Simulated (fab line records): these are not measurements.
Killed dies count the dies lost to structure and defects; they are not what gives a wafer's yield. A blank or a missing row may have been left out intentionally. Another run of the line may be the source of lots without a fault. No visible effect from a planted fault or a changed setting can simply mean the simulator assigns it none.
Split-lot experiment + flow berkeleyCmos170 + 5 lots, 27 wafers read, on a route of 331 steps

== THE SPLIT ITSELF ==
At UCB170_M3_METAL_ETCH_18 (etches Al in Cl2/BCl3, stops on SiO2, target depth 1170 nm, time 195 s), the setting targetDepthA was moved away from the recipe's 11700 angstrom on 9 of the 27 wafers read, by -59.5% to +33.2%. This setting was run at the recipe's value on the other wafers.

== FROM SPLIT TO READING: 1 step shown by the file between the two ==
- UCB170_M3_STRIP_19: strips in O2

== THE READING ==
cdNm (nm) at UCB170_M3_CD_MEAS_90, where the cd target is 700 nm. On this fab line, fault-free wafers typically give 701 nm with a standard deviation of 3.8 nm.

| wafer  | tool, chamber at the split | targetDepthA as run, angstrom | against the recipe | cdNm, nm | against lot-mates on the recipe |
|--------|----------------------------|-------------------------------|--------------------|----------|---------------------------------|
| L075.1 | rieMetal-02, 1             | 11700                         | recipe             | 700      | -                               |
| L075.2 | rieMetal-02, 0             | 11700                         | recipe             | 709      | -                               |
| L075.3 | rieMetal-02, 0             | 4740                          | -59.5%             | 734      | +29                             |
| L075.4 | rieMetal-02, 1             | 4740                          | -59.5%             | 729      | +24                             |
| L075.5 | rieMetal-02, 1             | 4740                          | -59.5%             | 729      | +24                             |
| L075.6 | rieMetal-02, 0             | 11700                         | recipe             | 705      | -                               |
| L077.1 | rieMetal-01, 0             | 11700                         | recipe             | 698      | -                               |
| L077.2 | rieMetal-01, 1             | 11700                         | recipe             | 699      | -                               |
| L077.3 | rieMetal-01, 1             | 11700                         | recipe             | 699      | -                               |
| L077.4 | rieMetal-01, 0             | 6012                          | -48.6%             | 724      | +25                             |
| L077.5 | rieMetal-01, 0             | 6012                          | -48.6%             | 723      | +24                             |
| L077.6 | rieMetal-01, 1             | 6012                          | -48.6%             | 721      | +22                             |
| L079.1 | rieMetal-04, 0             | 11700                         | recipe             | 705      | -                               |
| L079.2 | rieMetal-04, 1             | 15590                         | +33.2%             | 693      | -13                             |
| L079.3 | rieMetal-04, 1             | 15590                         | +33.2%             | 691      | -15                             |
| L079.4 | rieMetal-04, 0             | 15590                         | +33.2%             | 693      | -13                             |
| L079.5 | rieMetal-04, 0             | 11700                         | recipe             | 705      | -                               |
| L079.6 | rieMetal-04, 1             | 11700                         | recipe             | 708      | -                               |
| L081.1 | rieMetal-04, 1             | 11700                         | recipe             | 704      | -                               |
| L081.2 | rieMetal-04, 0             | 11700                         | recipe             | 707      | -                               |
| L081.3 | rieMetal-04, 0             | 11700                         | recipe             | 702      | -                               |
| L081.4 | rieMetal-04, 1             | 11700                         | recipe             | 701      | -                               |
| L081.5 | rieMetal-04, 0             | 11700                         | recipe             | 704      | -                               |
| L081.6 | rieMetal-04, 1             | 11700                         | recipe             | 701      | -                               |
| L085.1 | rieMetal-01, 0             | 11700                         | recipe             | 703      | -                               |
| L085.3 | rieMetal-01, 0             | 11700                         | recipe             | 702      | -                               |
| L085.4 | rieMetal-01, 1             | 11700                         | recipe             | 701      | -                               |

THE FIT
A straight line over all 27 wafers: cdNm changes by -0.416 nm for each +1% of targetDepthA; r = -0.97; the points scatter about the line by 3.1 nm.
The same after taking each lot's own level away (the mean of its wafers on the recipe; 27 wafers): -0.449 nm for each +1%; r = -0.99; scatter 2.2 nm.
That fit puts the effect of the largest move of targetDepthA on the reading at 27 nm.
Measured against the standard deviation above, the lots' own levels, which go from 698.7 to 706.0 nm, span 1.9 times it.
Hence the lot-to-lot level has little effect on the slope; both slopes agree.
Check: for one of the wafers moved furthest among these (-59.5%), held out of the fit, the line's prediction against its lot-mates is +26.5 nm. Against them it came out at +29.3 nm.
Tool readings at the split's step, against how far the setting was moved: oesProductAu r = -0.98.

== THE OTHER SPLITS THESE WAFERS WENT THROUGH ==
Before the reading, these wafers also passed through other splits. Each is held against what the fit with the lots' levels taken away leaves over:
| other split on the same wafers | wafers away from the commonest value | r with cdNm (lot level and that fit taken away) |
|--------------------------------|--------------------------------------|-------------------------------------------------|
| UCB170_V2_ETCH_14 timeS        | 12                                   | +0.32                                           |

== THE WHOLE CHAIN: every reading that the file lists as answering this split, in the file's order ==
| step                    | what it does                                                           | reading                                                                  | change (the file's fit)                                                              | r (the file's) |
|-------------------------|------------------------------------------------------------------------|--------------------------------------------------------------------------|--------------------------------------------------------------------------------------|----------------|
| UCB170_M3_METAL_ETCH_18 | etches Al in Cl2/BCl3, stops on SiO2, target depth 1170 nm, time 195 s | oesProductAu                                                             | -0.00288 a.u. for each +1% of the setting                                            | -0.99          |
| UCB170_M3_METAL_ETCH_18 | etches Al in Cl2/BCl3, stops on SiO2, target depth 1170 nm, time 195 s | M3.featureDepthNm (the simulator's own value, which no gauge read)       | +6.58 nm for each +1% of the setting                                                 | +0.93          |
| UCB170_M3_METAL_ETCH_18 | etches Al in Cl2/BCl3, stops on SiO2, target depth 1170 nm, time 195 s | etch.depthNm (the simulator's own value, which no gauge read)            | +5.83 nm for each +1% of the setting                                                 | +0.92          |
| UCB170_M3_METAL_ETCH_18 | etches Al in Cl2/BCl3, stops on SiO2, target depth 1170 nm, time 195 s | KrF_of_M3_COAT_10.thkNm (the simulator's own value, which no gauge read) | -6.62 nm for each +1% of the setting                                                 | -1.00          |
| UCB170_M3_STRIP_19      | strips in O2                                                           | oesProductAu                                                             | not straight: 0.722 at the lowest setting, 0.546 at the recipe, 0.316 at the highest | not given      |
| UCB170_M3_CD_MEAS_90    | target cd 700 nm                                                       | cdNm                                                                     | -0.455 nm for each +1% of the setting                                                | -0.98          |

== THE FILE'S OWN FIT ==
cdNm changes by -0.455 nm for each +1% of targetDepthA, r = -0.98.
